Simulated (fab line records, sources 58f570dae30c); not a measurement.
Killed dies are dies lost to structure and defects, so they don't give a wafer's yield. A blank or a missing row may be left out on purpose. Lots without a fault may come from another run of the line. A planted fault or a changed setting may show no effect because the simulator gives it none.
Split-lot experiment | flow berkeley_cmos170 | 5 lots, 23 wafers read, on a route of 331 steps

THE SPLIT
At UCB170_M3_COAT_10 (resist thk 900 nm), the setting spin_rpm was moved away from the recipe's 1500 rpm on 11 of the 23 wafers read, by -4.3% to +5.0%. The other wafers ran this setting at the recipe's value.

The reading is taken at the split's own step.

THE READING
KrF_of_M3_COAT_10.thk_nm (the simulator's own value, which no gauge read), in nm, at UCB170_M3_COAT_10 (resist thk 900 nm). The file gives no usual value for it. The 12 wafers here that ran the recipe average 900.0 nm, standard deviation 3.6 nm.

wafer  | tool, chamber at the split | spin_rpm as run, rpm | against the recipe | KrF_of_M3_COAT_10.thk_nm, nm | against lot-mates on the recipe
L075.1 | litho_track-02, 0          | 1500                 | recipe             | 897.6                        | -
L075.2 | litho_track-02, 0          | 1500                 | recipe             | 900.8                        | -
L075.3 | litho_track-02, 0          | 1500                 | recipe             | 900.5                        | -
L075.4 | litho_track-02, 0          | 1551                 | +3.4%              | 885.9                        | -13.7
L075.5 | litho_track-02, 0          | 1551                 | +3.4%              | 885.8                        | -13.8
L077.2 | litho_track-03, 0          | 1500                 | recipe             | 893.9                        | -
L077.3 | litho_track-03, 0          | 1500                 | recipe             | 899.5                        | -
L077.4 | litho_track-03, 0          | 1436                 | -4.3%              | 917.8                        | +21.1
L077.5 | litho_track-03, 0          | 1436                 | -4.3%              | 920.3                        | +23.6
L077.6 | litho_track-03, 0          | 1436                 | -4.3%              | 920                          | +23.3
L081.1 | litho_track-01, 0          | 1500                 | recipe             | 900.2                        | -
L081.2 | litho_track-01, 0          | 1500                 | recipe             | 899.4                        | -
L081.3 | litho_track-01, 0          | 1500                 | recipe             | 898.8                        | -
L083.1 | litho_track-01, 0          | 1575                 | +5.0%              | 875.7                        | -21.9
L083.2 | litho_track-01, 0          | 1500                 | recipe             | 896.1                        | -
L083.3 | litho_track-01, 0          | 1575                 | +5.0%              | 872.4                        | -25.2
L083.5 | litho_track-01, 0          | 1575                 | +5.0%              | 872.6                        | -25.0
L083.6 | litho_track-01, 0          | 1500                 | recipe             | 899.1                        | -
L085.1 | litho_track-02, 0          | 1500                 | recipe             | 907.2                        | -
L085.2 | litho_track-02, 0          | 1551                 | +3.4%              | 891.3                        | -15.6
L085.3 | litho_track-02, 0          | 1500                 | recipe             | 906.6                        | -
L085.4 | litho_track-02, 0          | 1551                 | +3.4%              | 889.6                        | -17.3
L085.5 | litho_track-02, 0          | 1551                 | +3.4%              | 890.8                        | -16.1

THE FIT
A straight line over all 23 wafers: KrF_of_M3_COAT_10.thk_nm changes by -4.5 nm for each +1% of spin_rpm; r = -0.96; the points scatter about the line by 3.9 nm.
The same after taking each lot's own level away (the mean of its wafers on the recipe; 23 wafers): -4.92 nm for each +1%; r = -0.99; scatter 1.7 nm.
On that fit, the largest move of spin_rpm shifts the reading by 25 nm.
The lots' own levels span 896.70 to 906.90 nm, that is 2.8 times the standard deviation above.
So the lot-to-lot level changes the slope little: the two slopes agree.
Check: with one of the wafers moved furthest among these (+5.0%) left out of the fit, the line predicts -24.4 nm for it against its lot-mates. It came out at -21.9 nm against them.

OTHER SPLITS ON THESE WAFERS
These wafers also went through other splits before the reading. Each is held against what the fit with the lots' levels taken away leaves over:
other split on the same wafers         | wafers away from the commonest value | r with KrF_of_M3_COAT_10.thk_nm (lot level and that fit taken away)
UCB170_V1_EXPOSE_09 dose_mj            | 9                                    | +0.01
UCB170_M2_SPUTTER_01 time_s            | 9                                    | +0.26
UCB170_M2_METAL_ETCH_18 over_etch_frac | 5                                    | -0.09
UCB170_V2_CMP_02 leave_above_ref_nm    | 10                                   | -0.05
UCB170_V2_ETCH_14 time_s               | 6                                    | -0.15

THE FILE'S OWN FIT
KrF_of_M3_COAT_10.thk_nm changes by -4.81 nm for each +1% of spin_rpm, r = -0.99.
